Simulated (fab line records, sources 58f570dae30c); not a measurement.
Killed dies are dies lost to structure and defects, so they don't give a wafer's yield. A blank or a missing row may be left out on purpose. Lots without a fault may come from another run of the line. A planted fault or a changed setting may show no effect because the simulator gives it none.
Split-lot experiment | flow berkeley_cmos170 | 5 lots, 23 wafers read, on a route of 331 steps

THE SPLIT
At UCB170_V1_EXPOSE_09 (exposes mask VIA1, target cd 700 nm), the setting dose_mj was moved away from the recipe's 37 on 7 of the 23 wafers read, by -3.8% to +3.8%. The other wafers ran this setting at the recipe's value.

FROM THE SPLIT TO THE READING: what the file shows between them, 5 steps
- UCB170_V1_PEB_10
- UCB170_V1_DEVELOP_11: develop time 45 s
- UCB170_V1_CD_MEAS_12: target cd 700 nm
- UCB170_V1_ETCH_14: etches SiO2 in CHF3/CF4/Ar, stops on Al, target depth 1250 nm, time 291 s
- UCB170_V1_STRIP_15: strips in O2

THE READING
cd_nm, in nm, at UCB170_V1_CD_MEAS_90 (target cd 700 nm). Fault-free wafers of this fab line usually give 700.3 nm, standard deviation 1.7 nm.

wafer  | tool, chamber at the split | dose_mj as run | against the recipe | cd_nm, nm | against lot-mates on the recipe
L076.1 | krf_scanner-01, 0          | 37             | recipe             | 699.6     | -
L076.2 | krf_scanner-01, 0          | 37             | recipe             | 698.5     | -
L076.6 | krf_scanner-01, 0          | 37             | recipe             | 699.3     | -
L077.1 | krf_scanner-02, 0          | 38.31          | +3.5%              | 707.2     | +5.6
L077.3 | krf_scanner-02, 0          | 38.31          | +3.5%              | 705.4     | +3.8
L077.4 | krf_scanner-02, 0          | 37             | recipe             | 700.4     | -
L077.5 | krf_scanner-02, 0          | 37             | recipe             | 702.9     | -
L077.6 | krf_scanner-02, 0          | 37             | recipe             | 701.5     | -
L078.1 | krf_scanner-01, 0          | 37             | recipe             | 700.8     | -
L078.3 | krf_scanner-01, 0          | 35.6           | -3.8%              | 694.3     | -6.7
L078.4 | krf_scanner-01, 0          | 35.6           | -3.8%              | 692.8     | -8.2
L078.5 | krf_scanner-01, 0          | 37             | recipe             | 701.2     | -
L078.6 | krf_scanner-01, 0          | 35.6           | -3.8%              | 693.0     | -8.0
L080.1 | krf_scanner-02, 0          | 37             | recipe             | 698.0     | -
L080.2 | krf_scanner-02, 0          | 37             | recipe             | 697.4     | -
L080.4 | krf_scanner-02, 0          | 37             | recipe             | 698.8     | -
L080.5 | krf_scanner-02, 0          | 37             | recipe             | 699.2     | -
L080.6 | krf_scanner-02, 0          | 37             | recipe             | 698.8     | -
L085.1 | krf_scanner-01, 0          | 38.39          | +3.8%              | 706.7     | +7.4
L085.2 | krf_scanner-01, 0          | 37             | recipe             | 698.9     | -
L085.3 | krf_scanner-01, 0          | 37             | recipe             | 698.7     | -
L085.4 | krf_scanner-01, 0          | 38.39          | +3.8%              | 708.0     | +8.7
L085.6 | krf_scanner-01, 0          | 37             | recipe             | 700.4     | -

THE FIT
A straight line over all 23 wafers: cd_nm changes by +1.83 nm for each +1% of dose_mj; r = +0.95; the points scatter about the line by 1.3 nm.
The same after taking each lot's own level away (the mean of its wafers on the recipe; 23 wafers): +1.88 nm for each +1%; r = +0.97; scatter 1 nm.
On that fit, the largest move of dose_mj shifts the reading by 7.1 nm.
The lots' own levels span 698.44 to 701.60 nm, that is 1.9 times the standard deviation above.
So the lot-to-lot level changes the slope little: the two slopes agree.
Check: with one of the wafers moved furthest among these (-3.8%) left out of the fit, the line predicts -7.4 nm for it against its lot-mates. It came out at -6.7 nm against them.

OTHER SPLITS ON THESE WAFERS
These wafers also went through other splits before the reading. Each is held against what the fit with the lots' levels taken away leaves over:
other split on the same wafers     | wafers away from the commonest value | r with cd_nm (lot level and that fit taken away)
UCB170_NLDD_IMPLANT_08 dose_cm2    | 6                                    | +0.35
UCB170_NLDD_STRIP_10 o2_flow_sccm  | 9                                    | +0.16
UCB170_PSD_IMPLANT_08 energy_kev   | 4                                    | -0.14
UCB170_NSD_IMPLANT_08 dose_cm2     | 9                                    | +0.12
UCB170_SDANNEAL_RTA_00 time_s      | 7                                    | -0.17
UCB170_CONTACT_CVD_01 o2_flow_sccm | 15                                   | -0.24
UCB170_M1_SPUTTER_00 power_w       | 6                                    | +0.18
UCB170_M1_METAL_ETCH_12 time_s     | 10                                   | +0.06

THE WHOLE CHAIN: every reading that the file lists as answering this split, in the file's order
step                 | what it does                                                              | reading                                                   | change (the file's fit)              | r (the file's)
UCB170_V1_CD_MEAS_12 | target cd 700 nm                                                          | cd_nm                                                     | +1.64 nm for each +1% of the setting | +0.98
UCB170_V1_ETCH_14    | etches SiO2 in CHF3/CF4/Ar, stops on Al, target depth 1250 nm, time 291 s | V1.cd_nm (the simulator's own value, which no gauge read) | +1.88 nm for each +1% of the setting | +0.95
UCB170_V1_CD_MEAS_90 | target cd 700 nm                                                          | cd_nm                                                     | +1.85 nm for each +1% of the setting | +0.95

THE FILE'S OWN FIT
cd_nm changes by +1.85 nm for each +1% of dose_mj, r = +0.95.
